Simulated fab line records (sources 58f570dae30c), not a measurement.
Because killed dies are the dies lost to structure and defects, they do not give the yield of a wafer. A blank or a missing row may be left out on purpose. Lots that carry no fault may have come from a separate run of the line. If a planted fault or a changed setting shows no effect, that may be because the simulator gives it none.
The tool behind it: which one? | flow berkeley_cmos170 | 15 lots with 45 wafers sampled at 2 steps, on a route of 331 steps

WHAT THE GAUGES READ, wafer by wafer
UCB170_ACTIVE_THK_MEAS_06.
lot  | measured    | on            | ACTIVE_NITRIDE_THK (nm)
L855 | day 4 06:46 | film_metro-02 | 218.8 220.2 218.5
L856 | day 4 14:25 | film_metro-03 | 224.6 225.8 225.5
L857 | day 4 14:24 | film_metro-01 | 222.4 221.4 223.1
L858 | day 4 21:08 | film_metro-02 | 220.8 220.1 220.1
L859 | day 5 02:41 | film_metro-01 | 225.3 227.6 225.3
L860 | day 5 06:56 | film_metro-01 | 219.7 217.3 218.5
L861 | day 5 18:21 | film_metro-02 | 214.6 215.7 216.6
L862 | day 5 18:20 | film_metro-03 | 219.1 219.2 220.0
L863 | day 6 05:28 | film_metro-01 | 220.0 219.0 219.3
L864 | day 6 05:26 | film_metro-03 | 220.2 220.3 219.1
L865 | day 6 12:56 | film_metro-01 | 220.4 221.2 221.5
L866 | day 6 12:56 | film_metro-03 | 219.0 220.4 220.0
L870 | day 7 13:29 | film_metro-01 | 272.2 272.9 273.9 272.2 272.9 273.9
L871 | day 7 13:31 | film_metro-03 | 277.7 277.4 277.5 277.6 277.6 277.7
L872 | day 7 13:29 | film_metro-02 | 273.7 273.9 274.1 273.8 273.9 274.3

WHICH TOOL RAN EACH LOT (tool, then ch and the chambers of the sampled wafers, then the start)
lot  | UCB170_ACTIVE_CVD_05
L855 | lpcvd-01 ch 0, day 4 04:47
L856 | lpcvd-01 ch 0, day 4 12:29
L857 | lpcvd-01 ch 0, day 4 12:29
L858 | lpcvd-02 ch 0, day 4 19:13
L859 | lpcvd-01 ch 0, day 5 00:44
L860 | lpcvd-01 ch 0, day 5 05:01
L861 | lpcvd-01 ch 1, day 5 16:25
L862 | lpcvd-01 ch 1, day 5 16:25
L863 | lpcvd-01 ch 1, day 6 02:34
L864 | lpcvd-01 ch 0, day 6 02:34
L865 | lpcvd-02 ch 0, day 6 11:01
L866 | lpcvd-02 ch 1, day 6 11:01
L870 | lpcvd-01 ch 0, day 7 11:34
L871 | lpcvd-01 ch 1, day 7 11:34
L872 | lpcvd-01 ch 0, day 7 11:34
- UCB170_ACTIVE_CVD_05: deposits Si3N4 from SiH2Cl2/NH3, target thk 220 nm, time 3300 s.

AS READ BY THE TOOLS THEMSELVES (means over the sampled wafers that have a number; for cases with no such wafer, the mark the record gives instead)
UCB170_ACTIVE_CVD_05.
lot  | tool     | spike_tc_source_C (C)
L855 | lpcvd-01 | 821.6
L856 | lpcvd-01 | 822.5
L857 | lpcvd-01 | 822.0
L858 | lpcvd-02 | 820.8
L859 | lpcvd-01 | 821.3
L860 | lpcvd-01 | 822.0
L861 | lpcvd-01 | 824.6
L862 | lpcvd-01 | 825.8
L863 | lpcvd-01 | 824.8
L864 | lpcvd-01 | 822.6
L865 | lpcvd-02 | 821.5
L866 | lpcvd-02 | 826.2
L870 | lpcvd-01 | 822.6
L871 | lpcvd-01 | 826.2
L872 | lpcvd-01 | 822.2

THE ANSWER, worked out from the rows above alone
Rule: the usual values come from the lots themselves. Put in order of their means at a reading, lots are off if they are a third of the lots or fewer, leave a main group of 4 or more, and stand apart from it by a gap of 3 or more times the standard deviation of the main group's means; of several such gaps the widest counts. The tables above print the reading to a certain number of digits; a main group whose means all agree to those digits is not used. Also off: a lot with no number at a reading for which 4 or more lots have one. The other lots that the step has rows for count as sound. After the gauges, taken in route order, come the tools' own readings; for these a lot's mean is taken, as printed above. At the first step where some lot is off, the reading lying furthest off is the one used; lots without a number count as furthest.
Off: at UCB170_ACTIVE_THK_MEAS_06 (ACTIVE_NITRIDE_THK), L870, L871, L872. The main group has a mean of 220.6 nm with a standard deviation of 2.7.
A tool fits if, at a process step before that reading, it ran every lot that is off, and no sound lot after the first of them. Gauges at UCB170_ACTIVE_THK_MEAS_06: tried the same way as those tools. One candidate fits, namely lpcvd-01 at UCB170_ACTIVE_CVD_05. Its last sound lot is L863 (day 6 02:34), its first lot that is off L870 (day 7 11:34): a fault that began between those two fits.

WHAT THE SIMULATOR HAD PUT IN
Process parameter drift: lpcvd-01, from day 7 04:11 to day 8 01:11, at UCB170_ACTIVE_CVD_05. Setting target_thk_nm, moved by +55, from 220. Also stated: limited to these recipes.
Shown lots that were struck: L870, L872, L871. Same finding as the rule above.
